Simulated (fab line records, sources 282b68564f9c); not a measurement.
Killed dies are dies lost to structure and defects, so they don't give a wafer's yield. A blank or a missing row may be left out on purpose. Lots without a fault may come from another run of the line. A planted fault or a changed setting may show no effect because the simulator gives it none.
fab line records | flow rit_cmos
record lots=5 wafers=15 last_day=7
route steps=202 shown PLDD@116 SPACER@125 NSD@131 PSD@142 SDANNEAL@153 SILICIDE@161 M1@202
lots that met no fault: from a run of the same line without faults
start_h: hours from the record's first day to the start of the lot's first wafer shown | wait_h: hours since the lot's step before | " the same as in the row above | L1.1+2: a row that stands for several wafers | - no value, or no start given | * or withheld: withheld | < > ~ a bound
route shown NAME@n: a module of which the file shows steps, and the number in the route of the first | usual: mean/standard deviation of fault-free wafers | same: alike in all rows | chamber/n: place in a boat | sites: the reading at each site | _std_site: their standard deviation | _edge_site: outer sites' mean less inner sites' | radius_mm: how far each site lies from the wafer's centre | mask NAME#n: copy n | behind: the tool/chamber that last shaped the wafer | hold: why the lot was held/for how many hours/how that ended | device: the transistor (n, p or np) that didn't switch | end of line: the same wafers' tests at the end of the route | a step without rows: its recipe alone | killed: dies lost to structure and defects at the first sort, not the wafer's yield | map: a wafer's dies, x killed, . not, _ none there
set.NAME: the setting as run; set.NAME@STEP: as run at that earlier step | model.NAME: the simulator's own value behind a step, which no gauge read
lots at some steps of the route; a table a step, a row a wafer
services: from which hour (start_h, from the record's first day; less than 0 if before it) a tool's chamber was out of use, for how many hours, and why
## steps
# step RIT_PLDD_SOFTBAKE_02
# recipe resist=NOVOLAK temp_c=90 time_s=60
# step RIT_PLDD_EXPOSE_03
# recipe mask_id=M8 na=0.57 target_cd_nm=40900 dose_mj=250
# step RIT_PLDD_PEB_04
# recipe resist=NOVOLAK temp_c=withheld time_s=withheld
# step RIT_PLDD_DEVELOP_05
# recipe resist=NOVOLAK develop_time_s=50 dev_temp_c=23
# step RIT_PLDD_OVL_MEAS_06
# usual PLDD_OVL=0.3/1.2
# columns lot.wafer tool chamber start_h wait_h PLDD_OVL[nm]
L879.1 overlay-01 - 75.13 - -0.3
L879.2 " - " " -1.6
L879.3 " - " " -2.7
L880.1 overlay-02 - 78.79 - 0.5
L880.2 " - " " 2.1
L880.3 " - " " 0.4
L884.1 overlay-02 - 98.82 - 1.0
L884.2 " - " " 0.7
L884.6 " - " " 1.0
L885.1 overlay-02 - 108.45 - 1.4
L885.5 " - " " 1.0
L885.6 " - " " 0.0
L896.2 overlay-02 - 159.55 - 1.5
L896.3 " - " " 1.6
L896.6 " - " " 0.0
# step RIT_PLDD_HARDBAKE_07
# recipe resist=NOVOLAK temp_c=140 time_s=60
# step RIT_PLDD_IMPLANT_08
# recipe species=BF2 energy_kev=20 dose_cm2=9e+14 tilt_deg=7
# step RIT_PLDD_STRIP_09
# recipe chemistry=O2 time_s=180 resist=NOVOLAK platen_temp_c=withheld power_w=500 pressure_mtorr=4000 o2_flow_sccm=4000
# usual drypump_motor_current_A=5.8/0.52
# columns lot.wafer tool chamber start_h wait_h drypump_motor_current_A rf_hours_counter_h
L879.1 plasma_asher-04 1 75.46 0.1 5.5 42
L879.2 " 0 " " 6.2 42
L879.3 " 0 " " 6.2 -
L880.1 plasma_asher-01 0 79.12 0.1 5.1 44
L880.2 " 1 " " 6.3 44
L880.3 " 1 " " 6.2 -
L884.1 plasma_asher-01 1 99.15 0.1 6.3 46
L884.2 " 0 " " 5.1 46
L884.6 " 0 " " 5.1 -
L885.1 plasma_asher-01 1 108.79 0.1 6.3 47
L885.5 " 0 " " 5.0 -
L885.6 " 1 " " 6.2 -
L896.2 plasma_asher-01 1 159.88 0.1 6.3 54
L896.3 " 1 " " 6.2 -
L896.6 " 1 " " 6.3 -
# step RIT_PLDD_TW_MEAS_10
# usual PLDD_TW=2361/18
# columns lot.wafer tool chamber start_h wait_h PLDD_TW
L879.1 film_metro-04 - 75.64 0.1 2362
L879.2 " - " " 2364
L879.3 " - " " 2355
L880.1 film_metro-03 - 79.30 0.1 2368
L880.2 " - " " 2377
L880.3 " - " " 2366
L884.1 film_metro-04 - 99.33 0.1 2361
L884.2 " - " " 2351
L884.6 " - " " 2354
L885.1 film_metro-01 - 108.96 0.1 2327
L885.5 " - " " 2332
L885.6 " - " " 2327
L896.2 film_metro-03 - 160.06 0.1 2372
L896.3 " - " " 2360
L896.6 " - " " 2369
# step RIT_SPACER_CLEAN_00
# recipe chemistry=SC1 mix=3:3:50 time_s=600 temp_c=75
# step RIT_SPACER_CLEAN_01
# recipe chemistry=dHF dilution=50:1 time_s=30
# step RIT_SPACER_CLEAN_02
# recipe chemistry=SC2 mix=3:3:50 time_s=600 temp_c=75 dry=n2_spin
# step RIT_SPACER_CVD_03
# recipe material=Si3N4 target_thk_nm=250 temp_c=810 precursor=SiH2Cl2/NH3 time_s=3300 pressure_mtorr=300 sih2cl2_flow_sccm=60 nh3_flow_sccm=150
# usual sih2cl2_flow_sccm=60.04/0.17
# columns lot.wafer tool chamber start_h wait_h sih2cl2_flow_sccm model.Si3N4_of_SPACER_CVD_03.thk_nm
L879.1 lpcvd-02 0 76.09 0.0 60.02 249.1
L879.2 " 0 " " 60.13 250.9
L879.3 " 0 " " 59.88 249.3
L880.1 lpcvd-01 0 79.76 0.0 59.92 241.9
L880.2 " 0 " " 60.03 245
L880.3 " 0 " " 60.35 245
L884.1 lpcvd-02 0 100.04 0.2 59.92 270.5
L884.2 " 0 " " 60.13 270
L884.6 " 0 " " 60.07 271
L885.1 lpcvd-01 1 109.42 0.0 59.89 249
L885.5 " 1 " " 59.92 246.2
L885.6 " 1 " " 60.18 248
L896.2 lpcvd-01 0 160.51 0.0 59.75 246.1
L896.3 " 0 " " 59.80 247.3
L896.6 " 0 " " 59.85 248.4
# step RIT_SPACER_THK_MEAS_04
# recipe reads=Si3N4_of_SPACER_CVD_03
# usual SPACER_NITRIDE_THK=248.8/2.2
# columns lot.wafer tool chamber start_h wait_h SPACER_NITRIDE_THK[nm]
L879.1 film_metro-01 - 78.01 0.0 249.1
L879.2 " - " " 251.1
L879.3 " - " " 249.2
L880.1 film_metro-02 - 81.67 0.0 242.0
L880.2 " - " " 245.1
L880.3 " - " " 245.1
L884.1 film_metro-02 - 101.96 0.0 270.5
L884.2 " - " " 270.1
L884.6 " - " " 271.0
L885.1 film_metro-02 - 111.34 0.0 249.0
L885.5 " - " " 246.1
L885.6 " - " " 248.1
L896.2 film_metro-02 - 162.44 0.0 246.1
L896.3 " - " " 247.5
L896.6 " - " " 248.4
# step RIT_SPACER_ETCHBACK_05
# recipe target_depth_a=2500 SF6_flow_sccm=30 CHF3_flow_sccm=30 target=Si3N4 chemistry=SF6/CHF3 pressure_mtorr=40 rf_w=250 time_s=240 stop_on=SiO2
# usual drypump_motor_current_A=5.9/0.49 oes_product_au=0.845/0.012 throttle_valve_pct=10.27/0.15
# columns lot.wafer tool chamber start_h wait_h drypump_motor_current_A oes_product_au rf_hours_counter_h throttle_valve_pct model.etch.depth_nm
L879.1 rie_diel-04 2 78.07 0.1 6.2 0.836 109 10.40 249.1
L879.2 " 0 " " 5.7 0.852 24 10.36 250.9
L879.3 " 1 " " 5.1 0.857 128 10.00 249.3
L880.1 rie_diel-01 3 81.73 0.1 5.8 0.846 8 10.37 241.9
L880.2 " 1 " " 5.1 0.848 56 10.22 245
L880.3 " 0 " " 6.1 0.836 23 10.35 245
L884.1 rie_diel-01 0 102.02 0.1 6.1 0.896 24 10.36 270.5
L884.2 " 2 " " 6.5 0.894 26 10.21 270
L884.6 " 2 " " 6.5 0.883 - 10.20 271
L885.1 rie_diel-04 3 111.40 0.1 5.7 0.846 1 10.33 249
L885.5 " 0 " " 5.7 0.848 - 10.37 246.2
L885.6 " 1 " " 5.1 0.854 - 10.00 248
L896.2 rie_diel-01 3 162.49 0.0 5.8 0.846 10 10.38 246.1
L896.3 " 2 " " 6.5 0.840 27 10.17 247.3
L896.6 " 2 " " 6.5 0.832 - 10.17 248.4
# step RIT_NSD_HMDS_00
# recipe prime_time_s=60 prime_temp_c=140
# step RIT_NSD_COAT_01
# recipe resist=NOVOLAK spin_rpm=3250 resist_thk_nm=1000
# step RIT_NSD_SOFTBAKE_02
# recipe resist=NOVOLAK temp_c=90 time_s=60
# step RIT_NSD_EXPOSE_03
# recipe mask_id=M9 na=0.57 target_cd_nm=40700 dose_mj=250
# step RIT_NSD_PEB_04
# recipe resist=NOVOLAK temp_c=withheld time_s=withheld
# step RIT_NSD_DEVELOP_05
# recipe resist=NOVOLAK develop_time_s=50 dev_temp_c=23
# step RIT_NSD_OVL_MEAS_06
# usual NSD_OVL=0.1/1.6
# columns lot.wafer tool chamber start_h wait_h NSD_OVL[nm]
L879.1 overlay-02 - 79.20 - 1.6
L879.2 " - " " 1.8
L879.3 " - " " 1.3
L880.1 overlay-01 - 82.73 - 0.2
L880.2 " - " " 1.5
L880.3 " - " " 0.8
L884.1 overlay-02 - 103.16 - 0.6
L884.2 " - " " 1.1
L884.6 " - " " 1.1
L885.1 overlay-01 - 112.40 - 2.7
L885.5 " - " " 3.0
L885.6 " - " " 1.9
L896.2 overlay-02 - 163.62 - 4.0
L896.3 " - " " 2.2
L896.6 " - " " 2.7
# step RIT_NSD_HARDBAKE_07
# recipe resist=NOVOLAK temp_c=140 time_s=60
# step RIT_NSD_IMPLANT_08
# recipe species=P energy_kev=25 dose_cm2=1e+15 tilt_deg=7
# step RIT_NSD_STRIP_09
# recipe chemistry=O2 time_s=180 resist=NOVOLAK platen_temp_c=withheld power_w=500 pressure_mtorr=4000 o2_flow_sccm=4000
# usual drypump_motor_current_A=5.9/0.41
# columns lot.wafer tool chamber start_h wait_h drypump_motor_current_A rf_hours_counter_h
L879.1 plasma_asher-03 0 79.53 0.1 5.9 29
L879.2 " 1 " " 5.8 29
L879.3 " 0 " " 5.9 -
L880.1 plasma_asher-02 1 83.15 0.1 5.9 44
L880.2 " 0 " " 6.4 44
L880.3 " 0 " " 6.3 -
L884.1 plasma_asher-02 1 103.50 0.1 5.9 47
L884.2 " 0 " " 6.3 47
L884.6 " 0 " " 6.3 -
L885.1 plasma_asher-02 0 112.73 0.1 6.3 48
L885.5 " 0 " " 6.3 -
L885.6 " 1 " " 5.9 -
L896.2 plasma_asher-03 0 163.95 0.1 5.9 37
L896.3 " 1 " " 5.8 -
L896.6 " 1 " " 5.8 -
# step RIT_NSD_TW_MEAS_10
# usual NSD_TW=3134/21
# columns lot.wafer tool chamber start_h wait_h NSD_TW
L879.1 film_metro-04 - 79.71 0.1 3140
L879.2 " - " " 3133
L879.3 " - " " 3138
L880.1 film_metro-01 - 83.33 0.1 3120
L880.2 " - " " 3112
L880.3 " - " " 3149
L884.1 film_metro-01 - 103.67 0.1 3097
L884.2 " - " " 3086
L884.6 " - " " 3086
L885.1 film_metro-04 - 112.91 0.1 3136
L885.5 " - " " 3140
L885.6 " - " " 3135
L896.2 film_metro-03 - 164.13 0.1 3152
L896.3 " - " " 3141
L896.6 " - " " 3154
# step RIT_PSD_HMDS_00
# recipe prime_time_s=60 prime_temp_c=140
# step RIT_PSD_COAT_01
# recipe resist=NOVOLAK spin_rpm=3250 resist_thk_nm=1000
# step RIT_PSD_SOFTBAKE_02
# recipe resist=NOVOLAK temp_c=90 time_s=60
# step RIT_PSD_EXPOSE_03
# recipe mask_id=M10 na=0.57 target_cd_nm=40900 dose_mj=250
# step RIT_PSD_PEB_04
# recipe resist=NOVOLAK temp_c=withheld time_s=withheld
# step RIT_PSD_DEVELOP_05
# recipe resist=NOVOLAK develop_time_s=50 dev_temp_c=23
# step RIT_PSD_OVL_MEAS_06
# usual PSD_OVL=-0.5/1.4
# columns lot.wafer tool chamber start_h wait_h PSD_OVL[nm]
L879.1 overlay-02 - 80.91 - 2.2
L879.2 " - " " 1.1
L879.3 " - " " 1.7
L880.1 overlay-02 - 84.24 - 0.2
L880.2 " - " " -0.7
L880.3 " - " " -0.1
L884.1 overlay-01 - 104.58 - -2.8
L884.2 " - " " -2.1
L884.6 " - " " -1.9
L885.1 overlay-01 - 113.94 - -0.4
L885.5 " - " " -1.3
L885.6 " - " " -0.5
L896.2 overlay-01 - 165.04 - -0.1
L896.3 " - " " -0.4
L896.6 " - " " -1.9
# step RIT_PSD_HARDBAKE_07
# recipe resist=NOVOLAK temp_c=140 time_s=60
# step RIT_PSD_IMPLANT_08
# recipe species=BF2 energy_kev=27 dose_cm2=5e+15 tilt_deg=7
# step RIT_PSD_STRIP_09
# recipe chemistry=O2 time_s=180 resist=NOVOLAK platen_temp_c=withheld power_w=500 pressure_mtorr=4000 o2_flow_sccm=4000
# usual drypump_motor_current_A=5.8/0.33
# columns lot.wafer tool chamber start_h wait_h drypump_motor_current_A rf_hours_counter_h
L879.1 plasma_asher-03 0 81.31 0.1 5.9 29
L879.2 " 1 " " 5.8 29
L879.3 " 0 " " 5.9 -
L880.1 plasma_asher-03 0 84.57 0.1 5.9 29
L880.2 " 1 " " 5.8 29
L880.3 " 0 " " 5.9 -
L884.1 plasma_asher-03 0 104.92 0.1 5.9 31
L884.2 " 1 " " 5.8 31
L884.6 " 0 " " 5.9 -
L885.1 plasma_asher-03 1 114.28 0.1 5.8 32
L885.5 " 0 " " 5.9 -
L885.6 " 1 " " 5.8 -
L896.2 plasma_asher-01 0 165.37 0.1 5.1 54
L896.3 " 0 " " 5.0 -
L896.6 " 0 " " 5.0 -
# step RIT_PSD_TW_MEAS_10
# usual PSD_TW=3440/28
# columns lot.wafer tool chamber start_h wait_h PSD_TW
L879.1 film_metro-03 - 81.49 0.1 3462
L879.2 " - " " 3479
L879.3 " - " " 3486
L880.1 film_metro-01 - 84.75 0.1 3436
L880.2 " - " " 3435
L880.3 " - " " 3459
L884.1 film_metro-04 - 105.09 0.1 3427
L884.2 " - " " 3427
L884.6 " - " " 3406
L885.1 film_metro-03 - 114.46 0.1 3476
L885.5 " - " " 3464
L885.6 " - " " 3479
L896.2 film_metro-03 - 165.55 0.1 3440
L896.3 " - " " 3443
L896.6 " - " " 3459
# step RIT_SDANNEAL_CLEAN_00
# recipe chemistry=SC1 mix=3:3:50 time_s=600 temp_c=75
# step RIT_SDANNEAL_CLEAN_01
# recipe chemistry=dHF dilution=50:1 time_s=30
# step RIT_SDANNEAL_CLEAN_02
# recipe chemistry=SC2 mix=3:3:50 time_s=600 temp_c=75 dry=n2_spin
# step RIT_SDANNEAL_RTA_03
# recipe temp_c=1050 time_s=5 idle_temp_c=600 ramp_up_c_per_s=342 ramp_down_c_per_s=171 cool_to_c=600 ambient=N2
# usual wafer_temp_C_max=1053.5/1.1
# columns lot.wafer tool chamber start_h wait_h wafer_temp_C_max
L879.1 rtp_anneal-01 0 81.95 0.0 1053.7
L879.2 " 0 " " 1053.9
L879.3 " 0 " " 1053.6
L880.1 rtp_anneal-02 0 85.21 0.0 1053.1
L880.2 " 0 " " 1054.5
L880.3 " 0 " " 1053.0
L884.1 rtp_anneal-02 0 105.55 0.0 1054.1
L884.2 " 0 " " 1053.4
L884.6 " 0 " " 1052.4
L885.1 rtp_anneal-01 0 114.88 0.0 1053.9
L885.5 " 0 " " 1055.7
L885.6 " 0 " " 1054.0
L896.2 rtp_anneal-02 0 166.01 0.0 1057.8
L896.3 " 0 " " 1055.2
L896.6 " 0 " " 1052.8
# step RIT_SDANNEAL_RS_MEAS_04
# recipe thk_meas_gauge=four-point-probe
# usual PSD_RS=115.82/0.29
# columns lot.wafer tool chamber start_h wait_h PSD_RS[ohm/sq]
L879.1 film_metro-04 - 82.01 0.0 115.40
L879.2 " - " " 115.38
L879.3 " - " " 115.45
L880.1 film_metro-04 - 85.27 0.0 115.40
L880.2 " - " " 115.50
L880.3 " - " " 115.70
L884.1 film_metro-01 - 105.61 0.0 116.03
L884.2 " - " " 116.22
L884.6 " - " " 115.61
L885.1 film_metro-01 - 114.94 0.0 116.34
L885.5 " - " " 116.22
L885.6 " - " " 116.07
L896.2 film_metro-04 - 166.08 0.1 115.45
L896.3 " - " " 115.18
L896.6 " - " " 115.30
# step RIT_SILICIDE_WET_ETCH_00
# recipe chemistry=BOE target=SiO2 target_depth_nm=14 time_s=15 dry=n2_spin dilution=10:1 temp_c=21.5
# columns lot.wafer tool chamber start_h wait_h model.Si3N4_of_SPACER_CVD_03.thk_nm
L879.1 wet_bench-04 3 82.49 0.1 193.3
L879.2 " 3 " " 195.1
L879.3 " 3 " " 196.2
L880.1 wet_bench-01 1 85.75 0.1 187.9
L880.2 " 1 " " 191.1
L880.3 " 1 " " 191
L884.1 wet_bench-04 3 106.09 0.1 212.3
L884.2 " 3 " " 211.7
L884.6 " 3 " " 212.6
L885.1 wet_bench-02 3 115.42 0.1 194.5
L885.5 " 3 " " 191.4
L885.6 " 3 " " 194.8
L896.2 wet_bench-04 3 166.54 0.1 192.4
L896.3 " 3 " " 194.6
L896.6 " 3 " " 195.4
# step RIT_M1_PROBE_99
# usual killed_at_contacts=0.1/0.24 killed_at_front_end=7/3.2 killed_dies=7/3.2 killed_open=3.6/2.1 killed_short=3.5/2
# same gross_dies=264 killed_at_M0_to_M3=0 killed_at_M4_up=0 killed_at_back_side=0 killed_at_other=0
# columns lot.wafer tool chamber start_h wait_h killed_at_contacts killed_at_front_end killed_dies killed_open killed_short model.etest.pplus_sal.width_nm model.etest.nplus_sal.width_nm model.etest.pwell_pinched.rs_ohm_sq model.etest.nwell_pinched.rs_ohm_sq model.etest.contact_nplus.end_ohm_um model.etest.diode_pplus_nwell.bv_v model.etest.nmos_0p15.tox_inv_nm model.etest.diode_nplus_comb.cj_ff_um2
L879.1 prober-02 - 89.45 0.1 0 3 3 2 1 3442 3459 459.8 342.9 42.07 6.788 4.421 2.695
L879.2 prober-02 - 89.50 0.1 0 1 1 0 1 3427 3456 452.9 341.2 42.71 6.752 4.482 2.663
L879.3 prober-02 - 89.55 0.2 0 1 1 1 0 3454 3451 444.2 333.3 42.75 6.611 4.524 2.604
L880.1 prober-01 - 92.62 0.1 0 9 9 3 6 3463 3469 471.4 346 41.91 6.738 4.343 2.711
L880.2 prober-01 - 92.67 0.1 0 10 10 5 5 3447 3455 464.1 341.1 41.26 6.713 4.379 2.68
L880.3 prober-01 - 92.72 0.2 0 6 6 2 4 3434 3451 461.4 343.4 40.8 6.695 4.409 2.68
L884.1 prober-01 - 112.94 0.1 0 6 6 1 5 3398 3389 442.6 323.6 39.09 6.334 4.664 2.519
L884.2 prober-01 - 112.99 0.1 0 9 9 4 5 3404 3408 444.6 320.9 40.29 6.306 4.665 2.521
L884.6 prober-01 - 113.19 0.2 1 10 11 5 6 3407 3406 443.5 322.9 38.74 6.324 4.667 2.508
L885.1 prober-02 - 122.51 0.1 0 7 7 4 3 3436 3437 461.2 335.8 41.08 6.545 4.503 2.631
L885.5 prober-02 - 122.71 0.2 0 8 8 6 2 3458 3466 468.4 336.8 41.18 6.626 4.458 2.666
L885.6 prober-02 - 122.76 0.2 0 5 5 3 2 3435 3431 459.3 332.1 40.79 6.468 4.575 2.606
L896.2 prober-01 - 173.73 0.1 0 2 2 1 1 3443 3444 452.9 335.8 40.51 6.565 4.369 2.642
L896.3 prober-01 - 173.78 0.2 0 10 10 6 4 3447 3424 455.6 332.8 41.34 6.539 4.409 2.581
L896.6 prober-01 - 173.93 0.2 0 9 9 5 4 3436 3422 452.9 333.4 39.59 6.533 4.447 2.582
# killed by level:class
L879.1 GATE:geometric_particle:short=1 GATE:geometric_particle:open=1 SILICIDE:geometric_particle:open=1
L879.2 GATE:geometric_particle:short=1
L879.3 REOX:geometric_particle:open=1
L880.1 GATE:geometric_particle:open=3 GATE:geometric_particle:short=3 REOX:geometric_particle:short=2 SILICIDE:geometric_particle:short=1
L880.2 GATE:geometric_particle:open=3 GATE:geometric_particle:short=2 FOX2:geometric_particle:short=1 REOX:geometric_particle:open=1 SPACER:geometric_particle:open=1 SPACER:geometric_particle:short=1 SILICIDE:geometric_particle:short=1
L880.3 FOX2:geometric_particle:short=1 FOX2:geometric_particle:open=1 GATE:geometric_particle:short=1 GATE:geometric_particle:open=1 REOX:geometric_particle:short=1 SILICIDE:geometric_particle:short=1
L884.1 SPACER:geometric_particle:short=3 GATE:geometric_particle:short=2 GATE:geometric_particle:open=1
L884.2 GATE:geometric_particle:short=2 REOX:geometric_particle:open=2 SPACER:geometric_particle:open=2 REOX:geometric_particle:short=1 SPACER:geometric_particle:short=1 SILICIDE:geometric_particle:short=1
L884.6 GATE:geometric_particle:short=3 GATE:geometric_particle:open=2 SILICIDE:geometric_particle:open=2 FOX2:geometric_particle:short=1 SPACER:geometric_particle:short=1 SPACER:geometric_particle:open=1 CONTACT:geometric_particle:short=1
L885.1 FOX1:geometric_particle:open=2 GATE:geometric_particle:short=1 GATE:geometric_particle:open=1 REOX:geometric_particle:short=1 SPACER:geometric_particle:short=1 SPACER:geometric_particle:open=1
L885.5 FOX1:geometric_particle:open=2 SILICIDE:geometric_particle:open=2 FOX1:geometric_particle:short=1 GATE:geometric_particle:open=1 SPACER:geometric_particle:short=1 SPACER:geometric_particle:open=1
L885.6 GATE:geometric_particle:open=2 GATE:geometric_particle:short=1 SPACER:geometric_particle:short=1 SPACER:geometric_particle:open=1
L896.2 FOX2:geometric_particle:open=1 SILICIDE:geometric_particle:short=1
L896.3 FOX2:geometric_particle:open=3 GATE:geometric_particle:short=2 GATE:geometric_particle:open=1 REOX:geometric_particle:short=1 REOX:geometric_particle:open=1 SPACER:geometric_particle:short=1 SILICIDE:geometric_particle:open=1
L896.6 FOX1:geometric_particle:short=2 GATE:geometric_particle:open=2 SILICIDE:geometric_particle:short=2 REOX:geometric_particle:open=1 SPACER:geometric_particle:open=1 SILICIDE:geometric_particle:open=1
## services
# columns tool chamber start_h hours kind
rie_diel-04 2 55.60 5.4 repair
rie_diel-04 3 62.73 - clean
rie_diel-04 3 62.73 14.3 scheduled_down
rie_diel-04 3 62.73 14.3 vent_cycle
wet_bench-02 - 69.78 1.2 repair
lpcvd-01 - 91.45 0.5 repair
plasma_asher-04 - 108.75 9.0 pm
plasma_asher-04 0 108.75 9.0 vent_cycle
plasma_asher-04 1 108.75 9.0 vent_cycle
plasma_asher-03 - 109.64 4.5 repair
plasma_asher-04 0 117.75 - clean
plasma_asher-04 1 117.75 - clean
plasma_asher-04 - 135.38 1.3 repair
plasma_asher-04 - 138.57 1.2 repair
rie_diel-01 - 147.83 2.8 pm
wet_bench-02 - 157.21 1.9 pm
## key
first_sign step=RIT_SPACER_THK_MEAS_04 reading=SPACER_NITRIDE_THK direction=up sigmas=9.9 usual=248.8 struck=270.6
effect step=RIT_SPACER_ETCHBACK_05 reading=oes_product_au direction=up sigmas=3.7 usual=0.845 struck=0.891
model_effect step=RIT_SPACER_CVD_03 value=Si3N4_of_SPACER_CVD_03.thk_nm without=250.5 struck=270.5
model_effect step=RIT_SPACER_ETCHBACK_05 value=etch.depth_nm without=250.5 struck=270.5
model_effect step=RIT_SILICIDE_WET_ETCH_00 value=Si3N4_of_SPACER_CVD_03.thk_nm without=196.4 struck=212.2
model_effect step=RIT_M1_PROBE_99 value=etest.pplus_sal.width_nm without=3443 struck=3403
met_at RIT_SPACER_CVD_03
struck_wafers L884.1,L884.2,L884.6
tester_left_out L884
onset_between 76.09 100.04
fault kind=process_parameter_drift tool=lpcvd-02 chamber=0 onset_h=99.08 steps=RIT_SPACER_CVD_03 channel=target_thk_nm offset=20 shape=step end_h=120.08 acts_in=these_recipes_only stated=250
# tester_left_out: of these lots the tester's yield and bins aren't shown, on N5 and GAA mostly nor the transistor test; their killed dies are dies lost to structure and defects alone, not to doping, threshold or leakage, so they don't give the yield
